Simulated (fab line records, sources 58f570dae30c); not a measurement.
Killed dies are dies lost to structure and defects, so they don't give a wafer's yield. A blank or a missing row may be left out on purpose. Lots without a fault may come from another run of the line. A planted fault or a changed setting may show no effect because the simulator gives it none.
Which tool did it? | flow berkeley_cmos170 | 6 lots, 18 wafers sampled, at 2 steps of a route of 331

WHAT THE GAUGES READ, wafer by wafer
UCB170_V1_BOW_MEAS_03.
lot  | measured     | on            | V1_BOW (um)
L817 | day 9 10:49  | film_metro-03 | 16 18 19
L819 | day 9 22:22  | film_metro-02 | 16 11 16
L824 | day 10 22:58 | film_metro-02 | 14 15 12
L831 | day 12 06:47 | film_metro-04 | 30 14 33
L833 | day 12 17:46 | film_metro-03 | 29 17 21
L835 | day 13 10:31 | film_metro-03 | 14 28 35

WHICH TOOL RAN EACH LOT (tool, then ch and the chambers of the sampled wafers, then the start)
lot  | UCB170_V1_CMP_02
L817 | cmp-01 ch 0,1,3, day 9 10:37
L819 | cmp-02 ch 1,2,3, day 9 22:02
L824 | cmp-02 ch 1,2,3, day 10 22:39
L831 | cmp-01 ch 0,1, day 12 06:27
L833 | cmp-02 ch 0,3, day 12 17:27
L835 | cmp-02 ch 0,2, day 13 10:13
- UCB170_V1_CMP_02: polishes SiO2.

THE ANSWER, worked out from the rows above alone
Rule: what is usual is taken from the lots themselves. Put in order of their means at a reading, lots are off if they are a third of the lots or fewer, leave a main group of 4 or more, and stand apart from it by a gap of 3 or more times the standard deviation of the main group's means; of several such gaps the widest counts. A main group whose means are all the same, to the digits that the tables above print for the reading, isn't used. A lot without any number at a reading at which 4 lots or more have one is off too. The other lots that the step has rows for count as sound.
No lot is off at any reading shown: from this, nothing can be told.

WHAT THE SIMULATOR HAD PUT IN
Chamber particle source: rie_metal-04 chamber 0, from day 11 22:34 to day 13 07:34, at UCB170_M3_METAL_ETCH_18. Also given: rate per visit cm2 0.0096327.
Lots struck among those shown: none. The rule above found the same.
